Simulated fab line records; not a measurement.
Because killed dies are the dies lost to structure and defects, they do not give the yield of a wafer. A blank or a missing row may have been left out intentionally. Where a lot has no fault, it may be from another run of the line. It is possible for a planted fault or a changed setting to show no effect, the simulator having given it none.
The tool behind it: which one? ; flow berkeleyCmos170 ; 21 wafers from 7 lots sampled at 3 of the route's 331 steps

## WHAT EACH GAUGE READ, for each wafer
UCB170_SDANNEAL_RS_MEAS_03: the measuring method here is four-point-probe.
lot;measured;on;NSD_RS (ohm/sq)
L228;day 7 03:41;filmMetro-03;37.43 37.33 37.26
L233;day 8 05:47;filmMetro-04;37.31 37.27 37.20
L236;day 8 17:53;filmMetro-02;37.19 37.17 37.19
L237;day 9 19:45;filmMetro-02;37.24 37.15 37.27
L243;day 9 20:44;filmMetro-02;38.10 38.14 38.21
L244;day 10 08:35;filmMetro-02;37.26 37.18 37.23
L248;day 11 10:49;filmMetro-02;37.29 37.23 37.18

## EACH LOT AND THE TOOL THAT RAN IT (in order: tool; ch and the chambers of the sampled wafers; start)
lot;UCB170_NSD_IMPLANT_08;UCB170_NSD_STRIP_09
L228;implanter-03 ch 0, day 7 02:14;plasmaAsher-02 ch 0, day 7 02:21
L233;implanter-03 ch 0, day 8 04:07;plasmaAsher-02 ch 0,1, day 8 04:16
L236;implanter-04 ch 0, day 8 16:02;plasmaAsher-02 ch 0, day 8 16:09
L237;implanter-02 ch 0, day 9 17:54;plasmaAsher-02 ch 0,1, day 9 18:02
L243;implanter-02 ch 0, day 9 19:02;plasmaAsher-01 ch 0,1, day 9 19:11
L244;implanter-03 ch 0, day 10 04:54;plasmaAsher-04 ch 0,1, day 10 05:02
L248;implanter-03 ch 0, day 11 09:18;plasmaAsher-01 ch 0,1, day 11 09:26
- UCB170_NSD_IMPLANT_08
- UCB170_NSD_STRIP_09: strips in O2.

## THE ANSWER, worked out from the rows above alone
Rule: the usual values come from the lots themselves. The widest of any qualifying gaps counts: lots, ordered by their means at a reading, are off when they make up no more than a third of the lots, leave a main group of 4 or more, and stand apart from it by 3 or more times the standard deviation of that group's means. The tables above print the reading to a certain number of digits; a main group whose means all agree to those digits is not used. Also off: a lot with no number at a reading for which 4 or more lots have one. Where the step has rows for the other lots, those lots are counted as sound.
Off: L243, at UCB170_SDANNEAL_RS_MEAS_03 (NSD_RS). Main group: mean 37.24 ohm/sq, sd 0.049.
If a tool, at a process step before that reading, ran all the lots that are off and no sound lot after the first of them, it fits. Those tools and the gauges at UCB170_SDANNEAL_RS_MEAS_03 are tried in the same way. One fits: UCB170_NSD_IMPLANT_08 on implanter-02. A fault onset in the window from L237 (day 9 17:54, its last sound lot) to L243 (day 9 19:02, its first lot off) fits.

## WHAT WAS PUT IN BY THE SIMULATOR
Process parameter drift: implanter-02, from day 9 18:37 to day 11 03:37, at UCB170_NSD_IMPLANT_08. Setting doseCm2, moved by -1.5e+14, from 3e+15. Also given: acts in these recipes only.
Lots struck among those shown: L243. The rule above reached the same finding.
